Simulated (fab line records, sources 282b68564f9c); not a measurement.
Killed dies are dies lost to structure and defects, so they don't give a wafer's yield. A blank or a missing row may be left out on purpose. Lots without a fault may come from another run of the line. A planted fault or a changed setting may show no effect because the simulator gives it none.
Split-lot experiment | flow rit_cmos | 5 lots, 27 wafers read, on a route of 202 steps

THE SPLIT
At RIT_ACTIVE_CVD_03 (deposits Si3N4 from SiH2Cl2/NH3, target thk 150 nm, time 1500 s), the setting time_s was moved away from the recipe's 1500 s on 6 of the 27 wafers read, by -50.6%. The other wafers ran this setting at the recipe's value.

FROM THE SPLIT TO THE READING: what the file shows between them, 4 steps
- RIT_ACTIVE_THK_MEAS_04
- RIT_ACTIVE_HMDS_05: prime time 60 s
- RIT_ACTIVE_COAT_06: resist thk 1000 nm
- RIT_ACTIVE_HARDBAKE_12: time 60 s

THE READING
oes_product_au, in a.u., at RIT_ACTIVE_ETCH_13 (etches Si3N4 in SF6, stops on SiO2, time 210 s, target depth 210 nm). Fault-free wafers of this fab line usually give 0.824 a.u., standard deviation 0.014 a.u..

wafer  | tool, chamber at the split | time_s as run, s | against the recipe | oes_product_au, a.u. | against lot-mates on the recipe
L074.1 | -, -                       | 1500             | recipe             | 0.815                | -
L074.2 | -, -                       | 1500             | recipe             | 0.843                | -
L074.3 | -, -                       | 1500             | recipe             | 0.796                | -
L074.4 | -, -                       | 1500             | recipe             | 0.849                | -
L074.5 | -, -                       | 1500             | recipe             | 0.808                | -
L074.6 | -, -                       | 1500             | recipe             | 0.842                | -
L075.1 | -, -                       | 1500             | recipe             | 0.849                | -
L075.2 | -, -                       | 1500             | recipe             | 0.805                | -
L075.3 | -, -                       | 1500             | recipe             | 0.843                | -
L075.4 | -, -                       | 1500             | recipe             | 0.799                | -
L075.5 | -, -                       | 1500             | recipe             | 0.829                | -
L075.6 | -, -                       | 1500             | recipe             | 0.801                | -
L077.1 | -, -                       | 741.7            | -50.6%             | 0.598                | no lot-mate on the recipe
L077.2 | -, -                       | 741.7            | -50.6%             | 0.595                | no lot-mate on the recipe
L077.3 | -, -                       | 741.7            | -50.6%             | 0.613                | no lot-mate on the recipe
L077.4 | -, -                       | 741.7            | -50.6%             | 0.608                | no lot-mate on the recipe
L077.5 | -, -                       | 741.7            | -50.6%             | 0.599                | no lot-mate on the recipe
L077.6 | -, -                       | 741.7            | -50.6%             | 0.592                | no lot-mate on the recipe
L078.1 | lpcvd-01, 1                | 1500             | recipe             | 0.828                | -
L078.2 | lpcvd-01, 1                | 1500             | recipe             | 0.815                | -
L078.6 | lpcvd-01, 1                | 1500             | recipe             | 0.814                | -
L084.1 | -, -                       | 1500             | recipe             | 0.830                | -
L084.2 | -, -                       | 1500             | recipe             | 0.801                | -
L084.3 | -, -                       | 1500             | recipe             | 0.819                | -
L084.4 | -, -                       | 1500             | recipe             | 0.841                | -
L084.5 | -, -                       | 1500             | recipe             | 0.812                | -
L084.6 | -, -                       | 1500             | recipe             | 0.836                | -

THE FIT
A straight line over all 27 wafers: oes_product_au changes by +0.00439 a.u. for each +1% of time_s; r = +0.99; the points scatter about the line by 0.016 a.u..
Too few moved wafers have a lot-mate on the recipe to fit a line with each lot's own level taken away.

THE WHOLE CHAIN: every reading that the file lists as answering this split, in the file's order
step                   | what it does                                                        | reading                                                                        | change (the file's fit)                   | r (the file's)
RIT_ACTIVE_CVD_03      | deposits Si3N4 from SiH2Cl2/NH3, target thk 150 nm, time 1500 s     | Si3N4_of_ACTIVE_CVD_03.thk_nm (the simulator's own value, which no gauge read) | +1.48 nm for each +1% of the setting      | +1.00
RIT_ACTIVE_THK_MEAS_04 |                                                                     | ACTIVE_NITRIDE_THK                                                             | +1.48 for each +1% of the setting         | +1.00
RIT_ACTIVE_ETCH_13     | etches Si3N4 in SF6, stops on SiO2, time 210 s, target depth 210 nm | oes_product_au                                                                 | +0.00439 a.u. for each +1% of the setting | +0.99
RIT_ACTIVE_ETCH_13     | etches Si3N4 in SF6, stops on SiO2, time 210 s, target depth 210 nm | etch.depth_nm (the simulator's own value, which no gauge read)                 | +1.48 nm for each +1% of the setting      | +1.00

THE FILE'S OWN FIT
oes_product_au changes by +0.00439 a.u. for each +1% of time_s, r = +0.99.
